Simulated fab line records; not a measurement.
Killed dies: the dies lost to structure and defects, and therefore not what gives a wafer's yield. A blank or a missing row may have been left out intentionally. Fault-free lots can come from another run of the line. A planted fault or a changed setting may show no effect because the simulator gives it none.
Which tool did it?	flow berkeley_cmos170	42 wafers sampled from 14 lots at 1 step of a route of 331

== WHAT THE GAUGES SHOWED, per wafer ==
The record holds no reading of a measuring or inspecting step that can be judged against a usual standard deviation.

== WHAT TOOL EACH LOT RAN ON (gives the tool, then ch and the chambers of the sampled wafers, and finally the start) ==
lot	UCB170_V1_ETCH_14
L518	rie_diel-02 ch 0,1,2, day 8 12:10
L520	rie_diel-02 ch 0,2,3, day 8 15:43
L523	rie_diel-01 ch 1,2,3, day 9 04:02
L522	rie_diel-02 ch 0,2, day 9 05:29
L521	rie_diel-03 ch 0,1,2, day 9 06:44
L524	rie_diel-02 ch 0,2,3, day 9 10:45
L527	rie_diel-03 ch 0,2,3, day 10 03:54
L526	rie_diel-01 ch 0,3, day 10 04:08
L531	rie_diel-01 ch 0,1, day 10 10:34
L534	rie_diel-03 ch 2,3, day 11 13:10
L536	rie_diel-02 ch 2,3, day 11 14:20
L537	rie_diel-02 ch 1,2,3, day 11 15:03
L533	rie_diel-01 ch 0,1,2, day 11 15:10
L538	rie_diel-02 ch 0,3, day 12 10:32
- UCB170_V1_ETCH_14: etches SiO2 in CHF3/CF4/Ar, stops on Al, target depth 1250 nm, time 291 s.

== AS READ BY THE TOOLS THEMSELVES (means over the sampled wafers that have a number; for cases with no such wafer, the mark the record gives instead) ==
UCB170_V1_ETCH_14.
lot	tool	drypump_motor_current_A (A)	oes_product_au (a.u.)	run_length_s (s)	throttle_valve_pct (%)
L518	rie_diel-02	5.5	0.874	319.3	6.83
L520	rie_diel-02	5.4	0.883	319.2	6.97
L523	rie_diel-01	5.7	0.875	319.2	7.03
L522	rie_diel-02	5.3	0.884	319.5	6.89
L521	rie_diel-03	6.1	0.873	319.7	6.94
L524	rie_diel-02	5.4	0.884	319.1	6.98
L527	rie_diel-03	6.1	0.879	319.5	6.97
L526	rie_diel-01	5.9	0.874	319.1	6.95
L531	rie_diel-01	6.0	0.885	314.0	7.00
L534	rie_diel-03	6.1	0.884	319.5	6.81
L536	rie_diel-02	5.5	0.885	319.1	7.06
L537	rie_diel-02	5.6	0.876	319.3	6.92
L533	rie_diel-01	5.9	0.877	316.7	7.03
L538	rie_diel-02	5.3	0.891	319.5	7.07

== THE ANSWER, worked out from the rows above alone ==
Rule: what is usual is taken from the lots themselves. The widest of any qualifying gaps counts: lots, ordered by their means at a reading, are off when they make up no more than a third of the lots, leave a main group of 4 or more, and stand apart from it by 3 or more times the standard deviation of that group's means. The tables above print the reading to a certain number of digits; a main group whose means all agree to those digits is not used. Also off: a lot with no number at a reading for which 4 or more lots have one. Where the step has rows for the other lots, those lots are counted as sound. Order of review: gauges by route order, followed by the tools' own readings, for which a lot's mean as printed above is used. At the first step where some lot is off, the reading lying furthest off is the one used; lots without a number count as furthest.
Off at UCB170_V1_ETCH_14 (run_length_s): L531, L533. Main group: mean 319.3 s, sd 0.19.
A tool fits if, at that step or a process step before it, it ran every lot that is off, and no sound lot after the first of them. One candidate fits, namely rie_diel-01 at UCB170_V1_ETCH_14. Its last sound lot is L526 (day 10 04:08), its first lot that is off L531 (day 10 10:34): a fault that began between those two fits.
On the lots that are off, the tool's own readings at UCB170_V1_ETCH_14 differ by more than 5 times the standard deviation of the sound lots' means, which bears it out; run_length_s reads 315.4 s there versus 319.3 s on the sound lots.

== WHAT THE SIMULATOR HAD PUT IN ==
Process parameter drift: rie_diel-01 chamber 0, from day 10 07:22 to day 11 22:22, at UCB170_V1_ETCH_14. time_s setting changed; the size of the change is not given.
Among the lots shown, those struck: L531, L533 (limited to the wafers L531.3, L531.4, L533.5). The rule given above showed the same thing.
